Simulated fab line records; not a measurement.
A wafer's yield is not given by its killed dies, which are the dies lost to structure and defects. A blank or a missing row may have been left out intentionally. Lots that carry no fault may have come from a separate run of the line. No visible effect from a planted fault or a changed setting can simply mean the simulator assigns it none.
A struck lot beside a sound one :: flow rit-cmos :: 14 out of 202 route steps
Sound: these wafers, L245.3, L245.4, L245.6. Struck: wafers L247.4, L247.5, L247.6. The cause comes at the end.
Order at every step that has rows: each side's tool, ch and its chambers, its first start. Under that, the readings that differ: sound wafers :: struck wafers :: difference of the means :: sigmas: that difference in standard deviations of wafers without a fault.
alike: words and numbers the same on both sides, and readings whose means are apart by under 2 such deviations; not compared: readings that were withheld, readings missing a value for some wafer, numbers with overlapping values and no deviation given by the record, and bounds like >300 which may hide the same value.
The two part at a step that has a row with sigmas, a row that says differs or no value, or rows on one side only. Numbers that don't overlap but have no deviation are shown without sigmas and don't part them. Lack of a reading on every wafer of one side parts them only where that side has two or more wafers.

first, 1 step without rows for these wafers: RIT_FOX1_OXIDATION_00 (target thk 350.7 nm, ox time 1130 s).
RIT_FOX1_THK_MEAS_01:
  struck on film-metro-04, day 2 19:57; sound on film-metro-04, day 2 07:58
  alike: FOX1_OXIDE_THK
then, 2 steps without rows for these wafers: RIT_FOX1_WET_ETCH_02 (etches SiO2 in BOE, target depth 350 nm, time 390 s); RIT_FOX2_OXIDATION_00 (target thk 350.7 nm, ox time 1130 s).
RIT_FOX2_THK_MEAS_01:
  struck on film-metro-04, day 2 21:26; sound on film-metro-04, day 2 09:27
  alike: FOX2_OXIDE_THK
then, 2 steps without rows for these wafers: RIT_FOX2_CLEAN_02 (cleans in dHF, time 180 s); RIT_FOX2_WET_ETCH_03 (etches Si3N4 in H3PO4, target depth 195 nm, time 2700 s).
RIT_FOX2_THK_MEAS_90:
  struck on film-metro-03, day 2 22:19; sound on film-metro-04, day 2 10:20
  alike: FIELD_OXIDE_LEFT_1_THK
then, 4 steps without rows for these wafers: RIT_NWELL_HMDS_00 (prime time 60 s); RIT_NWELL_COAT_01 (resist thk 1300 nm); RIT_NWELL_SOFTBAKE_02 (time 60 s); RIT_NWELL_EXPOSE_03 (exposes mask M2, target cd 43900 nm).
RIT_NWELL_PEB_04:
  sound on litho-track-01 ch 0, day 2 11:07; struck on litho-track-01, day 2 22:59
reading: exhaust-pa (Pa)
sound: 45.1 46.9 46.0
struck: - - -
difference: no value on the struck wafers
sigmas: 
  not compared: chill-plate-temp-C
then, 1 step without rows for these wafers: RIT_NWELL_DEVELOP_05 (develop time 68 s).

WHERE THEY PART
At RIT_NWELL_PEB_04 and nowhere else, as far as this record goes.

WHY: whatever the simulator had introduced
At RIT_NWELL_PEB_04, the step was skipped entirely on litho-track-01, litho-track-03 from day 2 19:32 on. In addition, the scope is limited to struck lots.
